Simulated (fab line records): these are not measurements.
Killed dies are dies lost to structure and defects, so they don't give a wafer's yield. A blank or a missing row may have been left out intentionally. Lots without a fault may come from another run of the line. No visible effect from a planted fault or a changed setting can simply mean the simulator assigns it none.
fab line records | flow rit-cmos
record lots=14 wafers=42 last-day=6
route steps=202 shown SPACER@128
lots with no fault: from the same line, run without faults
start-h: hours from the record's opening day to when the first of the lot's shown wafers began | wait-h: how many hours have passed since the lot's step before this one | " same as the row above | L1.1+2: several wafers, shown together as one row | - either no value or no given start | * or withheld: withheld | < > ~ a bound
route shown NAME@n: a module of which the file shows steps, and the number in the route of the first | usual: mean/standard deviation taken from wafers without a fault | same: alike in all rows | chamber/n: place in a boat | sites: the reading at each site | _std_site: standard deviation across them | _edge_site: outer sites' mean less inner sites' | radius-mm: for every site, how far away it sits from the centre of the wafer | mask NAME#n: copy n | behind: the tool/chamber that last shaped the wafer | hold: why the lot went on hold/how many hours it stayed there/how the hold came to an end | device: whichever transistor did not switch (one of n, p or np) | end of line: the route-end tests of the same wafers | a step given without rows: its recipe and nothing more | killed: the dies lost at the first sort to structure and to defects; this is not the yield of the wafer | map: a wafer's dies, x killed, . not, _ none there
set.NAME: setting as actually run; set.NAME@STEP: the setting as run at that earlier step | model.NAME: the simulator's own value behind a step, which no gauge read
one table for each step of the route and one row for each wafer, over a sample of lots
services: when a tool's chamber went out of use (start-h, in hours from the record's first day, below 0 if earlier), for how many hours, and the reason
## steps
# step RIT_SPACER_CVD_03
# recipe material=Si3N4 target-thk-nm=250 temp-c=810 precursor=SiH2Cl2/NH3 time-s=3300 pressure-mtorr=300 sih2cl2-flow-sccm=60 nh3-flow-sccm=150
# columns lot.wafer tool chamber start-h wait-h
L796.2+4+5 lpcvd-02 0 43.25 0.0
L797.3+5+6 lpcvd-01 0 48.30 0.0
L798.1+4+5 lpcvd-01 0 54.73 0.0
L799.1+3+6 lpcvd-01 1 59.62 0.0
L801.3+4+6 lpcvd-01 1 69.26 0.0
L802.1+4+6 lpcvd-01 1 73.01 0.0
L804.2+3+4 lpcvd-01 0 84.80 0.0
L805.1+2+5 lpcvd-02 1 89.50 0.3
L806.3+4+6 lpcvd-02 1 93.88 0.0
L807.1+2+5 lpcvd-01 0 98.59 0.0
L808.2+3+6 lpcvd-02 1 104.57 0.0
L810.1+2+5 lpcvd-01 1 115.18 0.0
L811.1+2+5 lpcvd-02 0 122.11 0.0
L813.1+2+6 lpcvd-02 1 129.39 0.0
# step RIT_SPACER_THK_MEAS_04
# recipe reads=Si3N4_of_SPACER_CVD_03
# usual SPACER_NITRIDE_THK=248.8/2.8
# columns lot.wafer tool chamber start-h wait-h SPACER_NITRIDE_THK[nm]
L796.2 film-metro-04 - 45.18 0.0 250.3
L796.4 " - " " 252.8
L796.5 " - " " 251.6
L797.3 film-metro-04 - 50.23 0.0 251.4
L797.5 " - " " 251.0
L797.6 " - " " 252.4
L798.1 film-metro-01 - 56.65 0.0 247.0
L798.4 " - " " 248.1
L798.5 " - " " 247.0
L799.1 film-metro-03 - 61.54 0.0 243.0
L799.3 " - " " 242.7
L799.6 " - " " 244.3
L801.3 film-metro-03 - 72.15 0.0 249.4
L801.4 " - " " 247.6
L801.6 " - " " 248.3
L802.1 film-metro-03 - 74.93 0.0 249.8
L802.4 " - " " 251.0
L802.6 " - " " 251.1
L804.2 film-metro-03 - 86.73 0.0 250.3
L804.3 " - " " 250.6
L804.4 " - " " 251.3
L805.1 film-metro-01 - 91.42 0.0 244.5
L805.2 " - " " 242.3
L805.5 " - " " 244.8
L806.3 film-metro-03 - 95.81 0.0 252.9
L806.4 " - " " 253.5
L806.6 " - " " 253.8
L807.1 film-metro-04 - 100.51 0.0 251.4
L807.2 " - " " 251.0
L807.5 " - " " 249.9
L808.2 film-metro-01 - 106.49 0.0 250.0
L808.3 " - " " 250.2
L808.6 " - " " 250.0
L810.1 film-metro-04 - 117.10 0.0 251.6
L810.2 " - " " 251.9
L810.5 " - " " 251.9
L811.1 film-metro-04 - 124.03 0.0 281.5
L811.2 " - " " 279.8
L811.5 " - " " 280.1
L813.1 film-metro-04 - 131.30 0.0 272.3
L813.2 " - " " 272.5
L813.6 " - " " 272.4
# step RIT_SPACER_ETCHBACK_05
# recipe target-depth-a=2500 SF6_flow_sccm=30 CHF3_flow_sccm=30 target=Si3N4 chemistry=SF6/CHF3 pressure-mtorr=40 rf-w=250 time-s=240 stop-on=SiO2
# usual SF6_flow_sccm=30.01/0.095 chamber-pressure-mTorr=40.00/0.038 drypump-motor-current-A=5.80/0.28 oes-product-au=0.845/0.012 rf-fwd-power-W=249.4/0.73 throttle-valve-pct=10.27/0.12
# columns lot.wafer tool chamber start-h wait-h SF6_flow_sccm chamber-pressure-mTorr drypump-motor-current-A oes-product-au rf-fwd-power-W rf-hours-counter-h throttle-valve-pct
L796.2 rie-diel-02 3 45.23 0.0 29.89 40.01 6.24 0.857 249.8 39 10.41
L796.4 " 2 " " 29.84 39.94 5.85 0.860 250.0 - 10.13
L796.5 " 1 " " 30.01 39.97 5.90 0.836 248.5 - 10.33
L797.3 rie-diel-02 3 50.27 0.0 29.99 40.07 6.25 0.855 250.1 39 10.41
L797.5 " 3 " " 30.10 40.01 6.24 0.851 249.6 - 10.42
L797.6 " 2 " " 30.00 39.97 5.95 0.861 251.2 - 10.16
L798.1 rie-diel-02 0 56.71 0.1 29.86 40.02 5.59 0.831 249.9 46 10.47
L798.4 " 2 " " 29.93 39.99 5.91 0.857 249.9 - 10.13
L798.5 " 0 " " 29.89 40.03 5.59 0.829 250.6 - 10.49
L799.1 rie-diel-04 3 61.60 0.1 29.99 39.97 5.35 0.852 249.6 92 10.37
L799.3 " 3 " " 30.02 40.07 5.37 0.848 249.1 - 10.39
L799.6 " 1 " " 29.99 40.00 5.44 0.838 248.3 - 10.26
L801.3 rie-diel-03 3 72.19 0.0 30.09 40.03 5.85 0.829 250.5 85 10.24
L801.4 " 0 " " 30.15 40.02 6.09 0.832 249.2 161 10.14
L801.6 " 2 " " 30.03 39.99 5.53 0.864 249.8 - 10.18
L802.1 rie-diel-04 2 74.99 0.1 30.13 39.92 5.64 0.850 249.0 4 10.25
L802.4 " 0 " " 30.10 39.98 5.88 0.844 249.3 71 10.05
L802.6 " 0 " " 30.04 40.03 5.88 0.836 249.0 - 10.03
L804.2 rie-diel-04 0 86.78 0.0 30.18 39.93 5.90 0.842 247.9 72 10.04
L804.3 " 2 " " 29.93 39.96 5.64 0.854 249.1 5 10.25
L804.4 " 1 " " 29.97 39.96 5.42 0.847 248.5 108 10.28
L805.1 rie-diel-04 0 91.48 0.1 30.03 39.99 5.92 0.832 248.6 72 10.05
L805.2 " 2 " " 29.97 40.01 5.66 0.835 248.1 5 10.25
L805.5 " 0 " " 29.96 39.98 5.89 0.829 248.3 - 10.04
L806.3 rie-diel-03 2 95.85 0.0 30.08 40.02 5.49 0.857 248.8 70 10.20
L806.4 " 2 " " 29.98 39.93 5.47 0.870 249.3 - 10.19
L806.6 " 3 " " 30.12 39.97 5.86 0.840 249.8 - 10.26
L807.1 rie-diel-02 2 100.57 0.1 30.12 40.00 5.87 0.863 250.2 138 10.14
L807.2 " 0 " " 29.76 39.99 5.61 0.843 249.6 47 10.48
L807.5 " 0 " " 29.93 39.99 5.60 0.838 249.6 - 10.49
L808.2 rie-diel-04 0 106.54 0.0 30.09 39.98 5.89 0.838 248.4 72 10.05
L808.3 " 1 " " 29.88 39.97 5.42 0.855 249.7 109 10.27
L808.6 " 1 " " 29.98 40.08 5.46 0.856 249.4 - 10.27
L810.1 rie-diel-03 0 117.16 0.1 29.99 39.96 6.02 0.836 249.5 0 10.15
L810.2 " 1 " " 30.17 40.05 6.23 0.842 249.5 3 10.24
L810.5 " 2 " " 29.90 40.05 5.49 0.862 249.8 - 10.19
L811.1 rie-diel-04 2 124.09 0.1 29.81 40.09 5.64 0.923 250.0 5 10.27
L811.2 " 3 " " 29.97 40.05 5.35 0.942 249.8 93 10.40
L811.5 " 2 " " 29.81 39.97 5.65 0.918 249.7 - 10.29
L813.1 rie-diel-02 1 131.36 0.1 29.81 40.00 5.90 0.888 249.1 98 10.36
L813.2 " 2 " " 29.94 40.00 5.92 0.911 249.5 139 10.16
L813.6 " 2 " " 30.01 40.02 5.90 0.909 249.8 - 10.16
## services
# columns tool chamber start-h hours kind
rie-diel-02 0 29.21 22.4 repair
lpcvd-02 - 37.68 1.6 repair
rie-diel-04 2 39.99 5.4 repair
rie-diel-04 2 52.61 22.1 repair
rie-diel-02 3 54.94 3.4 repair
rie-diel-04 0 58.21 4.0 repair
rie-diel-02 - 74.91 2.8 pm
rie-diel-03 0 93.90 - clean
rie-diel-03 0 93.90 16.7 scheduled-down
rie-diel-03 0 93.90 16.7 vent-cycle
rie-diel-04 0 110.72 3.3 repair
rie-diel-02 0 121.05 3.6 repair
## key
first-sign step=RIT_SPACER_THK_MEAS_04 reading=SPACER_NITRIDE_THK direction=up sigmas=9.7 usual=248.8 struck=276.4
effect step=RIT_SPACER_ETCHBACK_05 reading=oes-product-au direction=up sigmas=6 usual=0.845 struck=0.915
met-at RIT_SPACER_CVD_03
struck-lots L811,L813
tester-left-out L811,L813
onset-between 104.57 122.11
also-fits time
fault kind=process-parameter-drift tool=lpcvd-02 chamber=- onset-h=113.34 steps=RIT_SPACER_CVD_03 channel=target-thk-nm offset=30 shape=step end-h=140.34 acts-in=these-recipes-only stated=250
# tester-left-out: of these lots the tester's yield and bins aren't shown, on N5 and GAA mostly nor the transistor test; their killed dies are dies lost to structure and defects alone, not to doping, threshold or leakage, so they don't give the yield
